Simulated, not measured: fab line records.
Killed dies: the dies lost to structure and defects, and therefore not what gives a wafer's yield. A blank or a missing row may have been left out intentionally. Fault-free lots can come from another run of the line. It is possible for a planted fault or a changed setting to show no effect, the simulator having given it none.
The tool behind it: which one? | flow ritCmos | 42 wafers sampled from 14 lots at 1 step of a route of 202

WHAT EACH GAUGE READ, for each wafer
The record lacks any reading of a measuring or inspecting step that a usual standard deviation could be used to judge.

EACH LOT AND THE TOOL THAT RAN IT (in order: tool; ch and the chambers of the sampled wafers; start)
lot  | RIT_NLDD_EXPOSE_03
L196 | ilineStepper-02 ch 0, day 3 03:43
L197 | ilineStepper-02 ch 0, day 3 06:53
L198 | ilineStepper-02 ch 0, day 3 13:07
L200 | ilineStepper-02 ch 0, day 3 23:17
L201 | ilineStepper-02, day 4 03:31
L202 | ilineStepper-01, day 4 09:28
L209 | ilineStepper-01 ch 0, day 5 19:08
L210 | ilineStepper-01 ch 0, day 6 00:34
L211 | ilineStepper-01 ch 0, day 6 08:00
L212 | ilineStepper-01 ch 0, day 6 12:23
L213 | ilineStepper-01 ch 0, day 6 15:23
L215 | ilineStepper-02 ch 0, day 7 01:17
L216 | ilineStepper-02 ch 0, day 7 07:16
L217 | ilineStepper-01 ch 0, day 7 13:34
- RIT_NLDD_EXPOSE_03: exposes mask M7, target cd 40700 nm.

AS READ BY THE TOOLS THEMSELVES (means over the sampled wafers that have a number; for cases with no such wafer, the mark the record gives instead)
RIT_NLDD_EXPOSE_03.
lot  | tool            | exposureDoseMJCm2 | focusOffsetNm (nm)
L196 | ilineStepper-02 | 250.11            | -0.4
L197 | ilineStepper-02 | 250.14            | -0.6
L198 | ilineStepper-02 | 250.07            | 0.0
L200 | ilineStepper-02 | 250.10            | 0.1
L201 | ilineStepper-02 | -                 | -
L202 | ilineStepper-01 | -                 | -
L209 | ilineStepper-01 | 250.26            | -0.1
L210 | ilineStepper-01 | 249.97            | 0.1
L211 | ilineStepper-01 | 249.79            | -0.1
L212 | ilineStepper-01 | 249.97            | 0.1
L213 | ilineStepper-01 | 249.49            | -0.1
L215 | ilineStepper-02 | 249.59            | 0.4
L216 | ilineStepper-02 | 250.18            | -0.6
L217 | ilineStepper-01 | 250.14            | -0.3

THE ANSWER, worked out from the rows above alone
Rule: the usual values come from the lots themselves. The widest of any qualifying gaps counts: lots, ordered by their means at a reading, are off when they make up no more than a third of the lots, leave a main group of 4 or more, and stand apart from it by 3 or more times the standard deviation of that group's means. A main group whose means are all the same, to the digits that the tables above print for the reading, isn't used. A lot without any number at a reading at which 4 lots or more have one is off too. Where the step has rows for the other lots, those lots are counted as sound. First the gauges in route order, then the tools' own readings, where a lot's mean is used as printed above. The first step at which some lot is off is used, and at that step the reading that is off furthest; a lot without a number counts as furthest.
Off: L201, L202 (RIT_NLDD_EXPOSE_03, exposureDoseMJCm2). Without a number there: L201, L202. The main group has a mean of 249.98 with a standard deviation of 0.23.
A tool fits if, at that step or a process step before it, it ran every lot that is off, and no sound lot after the first of them. No candidate that was tried fits.

WHAT THE SIMULATOR HAD PUT IN
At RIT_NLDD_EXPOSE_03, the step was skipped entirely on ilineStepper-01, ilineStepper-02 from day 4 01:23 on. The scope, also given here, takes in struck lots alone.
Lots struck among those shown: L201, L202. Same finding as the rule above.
